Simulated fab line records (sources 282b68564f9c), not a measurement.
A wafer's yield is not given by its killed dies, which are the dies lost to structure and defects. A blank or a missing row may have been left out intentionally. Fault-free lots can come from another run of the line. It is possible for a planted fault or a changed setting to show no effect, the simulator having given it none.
Commonality check across tools ; flow rit-cmos ; Sampled: 14 lots, 42 wafers

== THE REASON FOR OPENING IT ==
Of 14 lots, 2 have the reading SILICIDE_TI_RS flagged at RIT_SILICIDE_RS_MEAS_02. No-fault wafers: 47.7 ohm/sq, standard deviation 0.82.
Rule: a lot is flagged when every wafer of it that has a number lies more than 4 standard deviations from that mean, or none has a number. The rest of the lots are taken to be sound.

lot;measured;on;SILICIDE_TI_RS (ohm/sq), wafer by wafer;flag
L661;day 3 07:52;film-metro-01;47.0 47.4 46.4;
L662;day 3 13:26;film-metro-02;46.5 47.4 47.0;
L663;day 3 23:29;film-metro-01;48.0 47.8 47.5;
L665;day 4 02:54;film-metro-02;47.3 49.2 47.5;
L667;day 4 11:26;film-metro-03;49.1 49.2 49.0;
L666;day 4 13:13;film-metro-02;47.4 47.5 48.5;
L668;day 4 16:46;film-metro-03;46.8 48.0 46.7;
L669;day 4 19:49;film-metro-03;47.7 48.4 46.8;
L673;day 5 18:16;film-metro-01;48.6 48.3 48.6;
L676;day 6 05:47;film-metro-03;54.1 55.4 54.9;FLAGGED
L678;day 6 18:38;film-metro-02;58.0 59.2 56.6;FLAGGED
L681;day 7 07:56;film-metro-02;47.4 47.5 46.7;
L683;day 7 21:50;film-metro-01;48.5 48.6 48.5;
L684;day 7 23:01;film-metro-01;49.2 47.2 48.6;
On average the flagged lots' numbers are 56.4 ohm/sq, which is +8.7 ohm/sq against the usual, or +11 standard deviations.

== LOT BY LOT: THE TOOL USED ==
2 process steps preceding the reading are held in the record, out of 202 steps in the route. Each cell gives the tool, then ch followed by the chambers the sampled wafers passed through, then the start.
lot;flag;RIT_GATE_STRIP_20;RIT_SILICIDE_SPUTTER_01
L661;;plasma-asher-03 ch 0,1, day 2 19:06;pvd-sputter-02, day 3 07:39
L662;;plasma-asher-04 ch 0, day 2 21:26;pvd-sputter-01, day 3 13:17
L663;;plasma-asher-03 ch 0,1, day 3 08:41;pvd-sputter-01, day 3 23:19
L665;;plasma-asher-03 ch 0,1, day 3 13:50;pvd-sputter-04, day 4 02:44
L667;;plasma-asher-03 ch 0,1, day 3 21:32;pvd-sputter-01, day 4 11:16
L666;;plasma-asher-02 ch 0,1, day 3 22:03;pvd-sputter-02, day 4 13:03
L668;;plasma-asher-04 ch 0,1, day 4 00:54;pvd-sputter-01, day 4 16:35
L669;;plasma-asher-02 ch 0,1, day 4 04:55;pvd-sputter-02, day 4 19:38
L673;;plasma-asher-03 ch 0,1, day 5 03:31;pvd-sputter-04, day 5 18:07
L676;FLAGGED;plasma-asher-03 ch 0,1, day 5 16:59;pvd-sputter-04, day 6 05:36
L678;FLAGGED;plasma-asher-04 ch 0,1, day 6 04:25;pvd-sputter-04, day 6 18:29
L681;;plasma-asher-02 ch 0, day 6 18:22;pvd-sputter-01, day 7 07:47
L683;;plasma-asher-03 ch 1, day 7 07:48;pvd-sputter-01, day 7 21:40
L684;;plasma-asher-02 ch 0, day 7 09:21;pvd-sputter-02, day 7 22:52
What is done by these steps:
- RIT_GATE_STRIP_20: strips in O2, time 180 s.
- RIT_SILICIDE_SPUTTER_01: material Ti, target thk 30 nm, time 240 s.
- RIT_SILICIDE_RS_MEAS_02: measures by four-point-probe.

== FLAGGED AGAINST TOTAL, ONE TOOL AT A TIME (gauges that did the reading follow at the end) ==
step;tool;lots run;flagged;share of the flagged lots;sound lots run after its first flagged lot
RIT_GATE_STRIP_20;plasma-asher-02;4;0;none;-
RIT_GATE_STRIP_20;plasma-asher-03;7;1;some;1 (L683)
RIT_GATE_STRIP_20;plasma-asher-04;3;1;some;0
RIT_SILICIDE_SPUTTER_01;pvd-sputter-01;6;0;none;-
RIT_SILICIDE_SPUTTER_01;pvd-sputter-02;4;0;none;-
RIT_SILICIDE_SPUTTER_01;pvd-sputter-04;4;2;all;0
RIT_SILICIDE_RS_MEAS_02;film-metro-01;5;0;none;-
RIT_SILICIDE_RS_MEAS_02;film-metro-02;5;1;some;1 (L681)
RIT_SILICIDE_RS_MEAS_02;film-metro-03;4;1;some;0

== WHAT THE TABLE PERMITS ==
Rows of the table that ran each flagged lot: 1, that is pvd-sputter-04 at RIT_SILICIDE_SPUTTER_01.
- pvd-sputter-04 at RIT_SILICIDE_SPUTTER_01 ran 4 lots, 2 of them flagged. It ran its last sound lot, L673, at day 5 18:07 and its first flagged lot, L676, at day 6 05:36: a fault with its onset between the two fits.
What remains is a single tool, pvd-sputter-04 at RIT_SILICIDE_SPUTTER_01.

== WHAT WAS PUT IN BY THE SIMULATOR ==
Site profile drift: pvd-sputter-04, from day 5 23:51 on, at RIT_SILICIDE_SPUTTER_01. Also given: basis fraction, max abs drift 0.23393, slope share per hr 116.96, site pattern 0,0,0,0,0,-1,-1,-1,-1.
Shown lots that were struck: L676, L678. Same finding as the rule above.
